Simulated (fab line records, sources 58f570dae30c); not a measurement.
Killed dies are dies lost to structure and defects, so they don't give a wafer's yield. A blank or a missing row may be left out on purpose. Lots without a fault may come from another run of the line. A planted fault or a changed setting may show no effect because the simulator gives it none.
Which tool did it? | flow berkeley_cmos170 | 6 lots, 18 wafers sampled, at 3 steps of a route of 331

WHAT THE GAUGES READ, wafer by wafer
UCB170_PSD_CD_MEAS_06: target cd 1200 nm.
lot  | measured     | on        | cd_nm (nm)
L102 | day 7 03:43  | cd_sem-01 | 1199.0 1197.8 1198.7
L107 | day 8 08:41  | cd_sem-02 | 1199.9 1200.9 1200.5
L108 | day 9 05:17  | cd_sem-01 | 1201.5 1202.0 1201.3
L113 | day 9 09:05  | cd_sem-02 | 1199.2 1199.7 1198.6
L115 | day 10 11:13 | cd_sem-02 | 1199.8 1198.3 1198.4
L124 | day 11 21:53 | cd_sem-02 | 1202.1 1201.0 1203.5

WHICH TOOL RAN EACH LOT (tool, then ch and the chambers of the sampled wafers, then the start)
lot  | UCB170_GATE_ETCH_15              | UCB170_PSD_EXPOSE_03
L102 | rie_si-01 ch 1,2,3, day 6 15:08  | krf_scanner-02 ch 0, day 7 02:42
L107 | rie_si-01 ch 0,1, day 7 18:41    | krf_scanner-02 ch 0, day 8 08:17
L108 | rie_si-01 ch 0,1, day 8 17:43    | krf_scanner-01 ch 0, day 9 04:17
L113 | rie_si-01 ch 0,1,2, day 8 22:31  | krf_scanner-01 ch 0, day 9 08:41
L115 | rie_si-02 ch 1,2, day 9 20:34    | krf_scanner-01 ch 0, day 10 10:27
L124 | rie_si-02 ch 0,2,3, day 11 08:26 | krf_scanner-02 ch 0, day 11 21:05
- UCB170_GATE_ETCH_15: etches poly-Si in HBr/Cl2, stops on SiO2, time 56.3 s, target depth 278.2 nm.
- UCB170_PSD_EXPOSE_03: exposes mask PSELECT MOD, target cd 1200 nm.

THE ANSWER, worked out from the rows above alone
Rule: what is usual is taken from the lots themselves. Put in order of their means at a reading, lots are off if they are a third of the lots or fewer, leave a main group of 4 or more, and stand apart from it by a gap of 3 or more times the standard deviation of the main group's means; of several such gaps the widest counts. A main group whose means are all the same, to the digits that the tables above print for the reading, isn't used. A lot without any number at a reading at which 4 lots or more have one is off too. The other lots that the step has rows for count as sound.
No lot is off at any reading shown: from this, nothing can be told.

WHAT THE SIMULATOR HAD PUT IN
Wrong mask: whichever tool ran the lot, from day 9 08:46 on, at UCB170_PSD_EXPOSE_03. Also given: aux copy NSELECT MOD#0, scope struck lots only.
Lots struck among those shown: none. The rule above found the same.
